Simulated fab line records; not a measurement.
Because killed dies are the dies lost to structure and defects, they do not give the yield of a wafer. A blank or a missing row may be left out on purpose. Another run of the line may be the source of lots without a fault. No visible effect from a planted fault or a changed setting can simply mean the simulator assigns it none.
Struck lot and sound lot, side by side | flow rit cmos | 15 out of 202 route steps
Sound: these wafers, L818.3, L818.5, L818.6. Wafers L826.2, L826.5, L826.6 were the ones struck. The cause is named last.
Each step with rows lists, per side, the tool, then ch with its chambers, then its first start. Under that, the readings that differ: sound wafers | struck wafers | difference of the means | sigmas: that difference in standard deviations of wafers without a fault.
alike: same words and numbers on both sides, and readings whose means sit less than 2 such deviations apart. not compared: any withheld reading, any reading some wafer has no value for, any bound like >300 that may hide the same value, and any number with overlapping values for which the record gives no deviation.
Wherever a step has rows on one side only, a row that says differs or no value, or a row with sigmas, the two part there. Numbers that have no deviation but don't overlap get no sigmas and don't part them. A reading missing from all wafers of one side parts the sides only when that side holds two or more wafers.

first, 3 steps without rows for these wafers: RIT_SDANNEAL_CLEAN_00 (cleans in SC1, time 600 s); RIT_SDANNEAL_CLEAN_01 (cleans in dHF, time 30 s); RIT_SDANNEAL_CLEAN_02 (cleans in SC2, time 600 s).
RIT_SDANNEAL_RTA_03: time 5 s.
  sound on rtp anneal-01 ch 0, day 5 05:44; struck on rtp anneal-01 ch 0, day 6 18:38
  alike: ramp up c per s, wafer_temp_C_max
RIT_SDANNEAL_RS_MEAS_04: measures by four-point-probe.
  sound on film metro-04 at day 5 05:49; struck on film metro-03 at day 6 18:42
  alike: PSD_RS
RIT_SDANNEAL_RS_MEAS_05: measures by four-point-probe.
  sound on film metro-04 at day 5 05:56; struck on film metro-03 at day 6 18:49
  alike: NSD_RS
RIT_SDANNEAL_RS_MEAS_06: measures by four-point-probe.
  sound on film metro-04 at day 5 06:03; struck on film metro-03 at day 6 18:56
  alike: PLDD_RS
RIT_SDANNEAL_RS_MEAS_07: measures by four-point-probe.
  sound on film metro-04 at day 5 06:10; struck on film metro-03 at day 6 19:04
  alike: NLDD_RS
then, 1 step without rows for these wafers: RIT_SILICIDE_WET_ETCH_00 (etches SiO2 in BOE, target depth 14 nm, time 15 s).
RIT_SILICIDE_SPUTTER_01: material Ti, target thk 30 nm, time 240 s.
  sound on pvd sputter-02 at day 5 06:16; struck on pvd sputter-02 at day 6 19:10
  alike: throttle valve pct
RIT_SILICIDE_RS_MEAS_02: measures by four-point-probe.
  sound on film metro-01 at day 5 06:28; struck on film metro-04 at day 6 19:20
  alike: SILICIDE_TI_RS
RIT_SILICIDE_THK_MEAS_03: measures by xrf.
  sound on film metro-01 at day 5 06:34; struck on film metro-04 at day 6 19:27
  alike: SILICIDE_TI_THK
RIT_SILICIDE_RTA_04: time 10 s, ramp up 5 s, ramp down 5 s.
  sound on rtp anneal-02 ch 0, day 5 06:37; struck on rtp anneal-02 ch 0, day 6 19:31
  reading          | sound             | struck            | difference | sigmas
  wafer_temp_C_max | 653.9 653.3 653.4 | 646.6 646.7 646.0 | -7.1       | -7
then, 1 step without rows for these wafers: RIT_SILICIDE_WET_ETCH_05 (etches Ti in SPM, time 120 s).
RIT_M1_PROBE_99:
  sound on prober-02 at day 5 13:19; struck on prober-01 at day 7 02:10
  alike: killed at front end, killed dies, killed open, killed short

## WHERE THEY PART
Within this record, at RIT_SILICIDE_RTA_04 only. Later steps at which nothing parts them and some readings are alike: RIT_M1_PROBE_99.

WHY: whatever the simulator had introduced
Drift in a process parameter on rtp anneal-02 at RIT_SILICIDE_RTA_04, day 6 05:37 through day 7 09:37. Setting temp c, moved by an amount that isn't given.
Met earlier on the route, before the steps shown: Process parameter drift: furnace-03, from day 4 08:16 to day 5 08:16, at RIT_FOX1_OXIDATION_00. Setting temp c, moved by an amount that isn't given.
